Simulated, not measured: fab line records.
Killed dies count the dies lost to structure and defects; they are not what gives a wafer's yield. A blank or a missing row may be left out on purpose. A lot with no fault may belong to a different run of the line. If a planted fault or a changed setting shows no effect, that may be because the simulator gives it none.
Which tool is to blame? :: flow rit_cmos :: 21 wafers from 7 lots sampled at 2 of the route's 202 steps

WHAT EACH GAUGE READ, for each wafer
RIT_ACTIVE_THK_MEAS_04.
lot: L653
measured: day 1 18:44
on: film_metro-04
ACTIVE_NITRIDE_THK (nm): 149.4 150.7 149.5

lot: L658
measured: day 2 21:31
on: film_metro-03
ACTIVE_NITRIDE_THK (nm): 151.9 151.3 151.6

lot: L660
measured: day 3 05:38
on: film_metro-03
ACTIVE_NITRIDE_THK (nm): 149.9 149.8 151.0

lot: L663
measured: day 3 20:32
on: film_metro-04
ACTIVE_NITRIDE_THK (nm): 148.1 148.8 150.5

lot: L666
measured: day 4 11:32
on: film_metro-04
ACTIVE_NITRIDE_THK (nm): 149.4 149.5 148.3

lot: L668
measured: day 4 22:07
on: film_metro-02
ACTIVE_NITRIDE_THK (nm): 117.0 117.1 116.5

lot: L674
measured: day 6 06:06
on: film_metro-02
ACTIVE_NITRIDE_THK (nm): 151.4 150.8 150.4

WHICH TOOL RAN EACH LOT (tool, then ch and the chambers of the sampled wafers, then the start)
lot: L653
RIT_ACTIVE_CVD_03: lpcvd-01 ch 0, day 1 17:19

lot: L658
RIT_ACTIVE_CVD_03: lpcvd-02 ch 0, day 2 20:05

lot: L660
RIT_ACTIVE_CVD_03: lpcvd-01 ch 0, day 3 04:14

lot: L663
RIT_ACTIVE_CVD_03: lpcvd-01 ch 0, day 3 19:07

lot: L666
RIT_ACTIVE_CVD_03: lpcvd-02 ch 0, day 4 10:07

lot: L668
RIT_ACTIVE_CVD_03: lpcvd-02 ch 0, day 4 20:41

lot: L674
RIT_ACTIVE_CVD_03: lpcvd-01 ch 0, day 6 04:40
- RIT_ACTIVE_CVD_03: deposits Si3N4 from SiH2Cl2/NH3, target thk 150 nm, time 1500 s.

THE ANSWER, worked out from the rows above alone
Rule: the usual values come from the lots themselves. The widest of any qualifying gaps counts: lots, ordered by their means at a reading, are off when they make up no more than a third of the lots, leave a main group of 4 or more, and stand apart from it by 3 or more times the standard deviation of that group's means. A main group is skipped when, at the precision printed for the reading in the tables above, its means are all equal. Also off: a lot with no number at a reading for which 4 or more lots have one. The other lots that the step has rows for count as sound.
Off: L668, at RIT_ACTIVE_THK_MEAS_04 (ACTIVE_NITRIDE_THK). The main group has a mean of 150.1 nm with a standard deviation of 0.9.
A tool fits if, at a process step before that reading, it ran every lot that is off, and no sound lot after the first of them. The gauges at RIT_ACTIVE_THK_MEAS_04 are tried like those tools. One fits: lpcvd-02 at RIT_ACTIVE_CVD_03. A fault onset in the window from L666 (day 4 10:07, its last sound lot) to L668 (day 4 20:41, its first lot off) fits.

WHAT WAS PUT IN BY THE SIMULATOR
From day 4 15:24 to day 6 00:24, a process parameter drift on lpcvd-02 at RIT_ACTIVE_CVD_03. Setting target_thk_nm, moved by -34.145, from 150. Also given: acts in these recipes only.
Struck lots among those shown: L668. The rule above found the same.
